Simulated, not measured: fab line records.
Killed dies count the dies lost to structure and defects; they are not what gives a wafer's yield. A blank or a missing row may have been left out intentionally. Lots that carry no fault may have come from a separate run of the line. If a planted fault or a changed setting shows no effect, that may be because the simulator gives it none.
Chamber matching || flow berkeley-cmos170 || UCB170_V1_CMP_02 on cmp-02 has 4 sister chambers
The step polishes SiO2. 8 wafers are shown with their chamber, then 7 later ones without.

EACH WAFER AND ITS CHAMBER
{"wafer": "L814.2", "chamber": 0, "motor-current-A (A)": 13.9, "retaining-ring-pressure-frac": 1.003}
{"wafer": "L824.3", "chamber": 2, "motor-current-A (A)": 15.2, "retaining-ring-pressure-frac": 1.008}
{"wafer": "L824.4", "chamber": 1, "motor-current-A (A)": 15.9, "retaining-ring-pressure-frac": 0.992}
{"wafer": "L833.2", "chamber": 0, "motor-current-A (A)": 14.4, "retaining-ring-pressure-frac": 0.998}
{"wafer": "L833.3", "chamber": 3, "motor-current-A (A)": 15.9, "retaining-ring-pressure-frac": 1.007}
{"wafer": "L833.6", "chamber": 3, "motor-current-A (A)": 16.5, "retaining-ring-pressure-frac": 1.005}
{"wafer": "L834.3", "chamber": 1, "motor-current-A (A)": 16.6, "retaining-ring-pressure-frac": 1.007}
{"wafer": "L834.4", "chamber": 2, "motor-current-A (A)": 15.5, "retaining-ring-pressure-frac": 1.004}

WAFERS MISSING THEIR CHAMBER
{"wafer": "L834.5", "motor-current-A (A)": 16.4, "retaining-ring-pressure-frac": 0.997}
{"wafer": "L835.1", "motor-current-A (A)": 15.2, "retaining-ring-pressure-frac": 1.003}
{"wafer": "L835.2", "motor-current-A (A)": 14.9, "retaining-ring-pressure-frac": 0.991}
{"wafer": "L835.6", "motor-current-A (A)": 14.5, "retaining-ring-pressure-frac": 1.008}
{"wafer": "L836.1", "motor-current-A (A)": 15.7, "retaining-ring-pressure-frac": 1.002}
{"wafer": "L836.4", "motor-current-A (A)": 14.7, "retaining-ring-pressure-frac": 1.004}
{"wafer": "L836.5", "motor-current-A (A)": 15.9, "retaining-ring-pressure-frac": 0.998}

THE CHAMBER EACH PASSED THROUGH
{"wafer": "L834.5", "from the rows above": "can't be placed: 1 or 3", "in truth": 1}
{"wafer": "L835.1", "from the rows above": "can't be placed: 2 or 3", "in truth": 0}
{"wafer": "L835.2", "from the rows above": "can't be placed: 0 or 2 or 1 or 3", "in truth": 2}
{"wafer": "L835.6", "from the rows above": "can't be placed: 0 or 2", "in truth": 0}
{"wafer": "L836.1", "from the rows above": "can't be placed: 2 or 3 or 1", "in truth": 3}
{"wafer": "L836.4", "from the rows above": "can't be placed: 0 or 2", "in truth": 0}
{"wafer": "L836.5", "from the rows above": "can't be placed: 1 or 3 or 2", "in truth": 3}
Placed correctly: 0 of 7. Can't be placed from these rows: 7 (the true chamber is among the candidates in 6). Placed wrongly: 0.
How it was worked out, from the rows above alone: a wafer's distance from a chamber is the root of the sum, over the readings, of the square of ((its reading less the chamber's mean) divided by the reading's scatter). If the next closest chamber is less than 2 further off than the closest, the wafer can't be placed; otherwise it belongs to the closest. A chamber's mean is the mean of its shown wafers. The scatter: take each reading less its chamber's mean, square it, sum over the shown wafers, divide by the number of wafers less the number of chambers, and take the root.
